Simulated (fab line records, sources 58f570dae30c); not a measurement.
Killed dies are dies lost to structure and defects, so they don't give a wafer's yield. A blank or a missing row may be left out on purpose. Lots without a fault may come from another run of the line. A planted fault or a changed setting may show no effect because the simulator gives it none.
A struck lot beside a sound one | flow berkeley_cmos170 | 43 steps out of a route of 331
Sound: wafers L727.1, L727.2, L727.5. Struck: wafers L738.1, L738.4, L738.6. The cause comes at the end.
At each step with rows: each side's tool, then ch and its chambers, then its first start. Under that, the readings that differ: sound wafers | struck wafers | difference of the means | sigmas: that difference in standard deviations of wafers without a fault.
alike: readings whose means differ by less than 2 such deviations, and words and numbers that are the same on both sides. not compared: withheld readings, readings that some wafer has no value for, bounds like >300 that may hide the same value, and numbers for which the record gives no deviation and whose values overlap.
The two part at a step that has a row with sigmas, a row that says differs or no value, or rows on one side only. Numbers that don't overlap but have no deviation are shown without sigmas and don't part them. A reading that every wafer of one side lacks parts them only if that side has two wafers or more.

UCB170_ACTIVE_CD_MEAS_90: target cd 1200 nm.
  sound on cd_sem-01, day 5 02:31; struck on cd_sem-02, day 7 09:57
  alike: cd_nm
then, 7 steps without rows for these wafers: UCB170_ACTIVE_CLEAN_17 (cleans in SPM, time 600 s); UCB170_PFIELD_HMDS_00 (prime time 60 s); UCB170_PFIELD_COAT_01 (resist thk 900 nm); UCB170_PFIELD_SOFTBAKE_02 (time 60 s); UCB170_PFIELD_EXPOSE_03 (exposes mask PFIELD, target cd 1500 nm); UCB170_PFIELD_PEB_04; UCB170_PFIELD_DEVELOP_05 (develop time 45 s).
UCB170_PFIELD_OVL_MEAS_06:
  sound on overlay-02, day 5 06:44; struck on overlay-01, day 7 11:25
  alike: PFIELD_OVL
then, 1 step without rows for these wafers: UCB170_PFIELD_IMPLANT_07.
UCB170_PFIELD_STRIP_08: strips in O2.
  sound on plasma_asher-03 ch 0,1, day 5 06:56; struck on plasma_asher-02 ch 0,1, day 7 11:37
  alike: drypump_motor_current_A, oes_product_au, strip_time_to_endpoint_s
  not compared: rf_hours_counter_h
UCB170_PFIELD_TW_MEAS_09:
  sound on film_metro-03, day 5 07:02; struck on film_metro-02, day 7 11:43
  alike: PFIELD_TW
UCB170_FIELD_CLEAN_00: cleans in dHF, time 7.5 s.
  sound on wet_bench-03 ch 1, day 5 07:19; struck on wet_bench-03 ch 2, day 7 11:46
then, 1 step without rows for these wafers: UCB170_FIELD_OXIDATION_01 (target thk 558.3 nm, ox time 7200 s).
UCB170_FIELD_THK_MEAS_02:
  sound on film_metro-03, day 5 11:04; struck on film_metro-01, day 7 17:58
  alike: FIELD_OXIDE_THK
then, 4 steps without rows for these wafers: UCB170_FIELD_ANNEAL_03 (time 1200 s); UCB170_FIELD_WET_ETCH_04 (etches SiO2 in dHF, time 60 s); UCB170_FIELD_WET_ETCH_05 (etches Si3N4 in H3PO4, time 12600 s); UCB170_FIELD_WET_ETCH_06 (etches SiO2 in BOE, time 22 s).
UCB170_FIELD_THK_MEAS_90:
  sound on film_metro-04, day 5 20:14; struck on film_metro-04, day 8 01:56
  alike: FIELD_OXIDE_LEFT_1_THK
then, 2 steps without rows for these wafers: UCB170_SACOX_CLEAN_00 (cleans in dHF, time 7.5 s); UCB170_SACOX_OXIDATION_01 (target thk 14.4 nm, ox time 2400 s).
UCB170_SACOX_THK_MEAS_02:
  sound on film_metro-02, day 6 02:13; struck on film_metro-04, day 8 03:55
  alike: SACOX_OXIDE_THK
then, 2 steps without rows for these wafers: UCB170_SCREENOX_WET_ETCH_00 (etches SiO2 in dHF, time 200 s); UCB170_SCREENOX_OXIDATION_01 (target thk 14.4 nm, ox time 2400 s).
UCB170_SCREENOX_THK_MEAS_02:
  sound on film_metro-04, day 6 05:23; struck on film_metro-04, day 8 10:04
  alike: SCREENOX_OXIDE_THK
then, 7 steps without rows for these wafers: UCB170_SCREENOX_ANNEAL_03 (time 900 s); UCB170_NVT_HMDS_00 (prime time 60 s); UCB170_NVT_COAT_01 (resist thk 900 nm); UCB170_NVT_SOFTBAKE_02 (time 60 s); UCB170_NVT_EXPOSE_03 (exposes mask PWELL, target cd 3000 nm); UCB170_NVT_PEB_04; UCB170_NVT_DEVELOP_05 (develop time 45 s).
UCB170_NVT_OVL_MEAS_06:
  sound on overlay-02, day 6 09:31; struck on overlay-02, day 8 15:58
  alike: NVT_OVL
then, 1 step without rows for these wafers: UCB170_NVT_IMPLANT_07.
UCB170_NVT_STRIP_08: strips in O2.
  sound on plasma_asher-01 ch 0,1, day 6 09:41; struck on plasma_asher-02 ch 1, day 8 16:13
  alike: drypump_motor_current_A, oes_product_au, strip_time_to_endpoint_s
  not compared: rf_hours_counter_h
UCB170_NVT_TW_MEAS_09:
  sound on film_metro-03, day 6 09:47; struck on film_metro-01, day 8 16:19
  alike: NVT_TW
then, 5 steps without rows for these wafers: UCB170_NVT_CLEAN_10 (cleans in SPM, time 600 s); UCB170_PVT_HMDS_00 (prime time 60 s); UCB170_PVT_COAT_01 (resist thk 900 nm); UCB170_PVT_SOFTBAKE_02 (time 60 s); UCB170_PVT_EXPOSE_03 (exposes mask NWELL, target cd 3000 nm).
-- the record jumps here: 3 days lie between the struck wafers' starts before and after (it left off in module PVT and takes up again in module M3, whose first step shown is number 331 of the route) --
UCB170_M3_PROBE_99:
  the record has rows for the struck wafers here (prober-02, day 11 08:17) and none for the sound ones

WHERE THEY PART
Only at UCB170_M3_PROBE_99, within this record.

WHY: what the simulator had put in
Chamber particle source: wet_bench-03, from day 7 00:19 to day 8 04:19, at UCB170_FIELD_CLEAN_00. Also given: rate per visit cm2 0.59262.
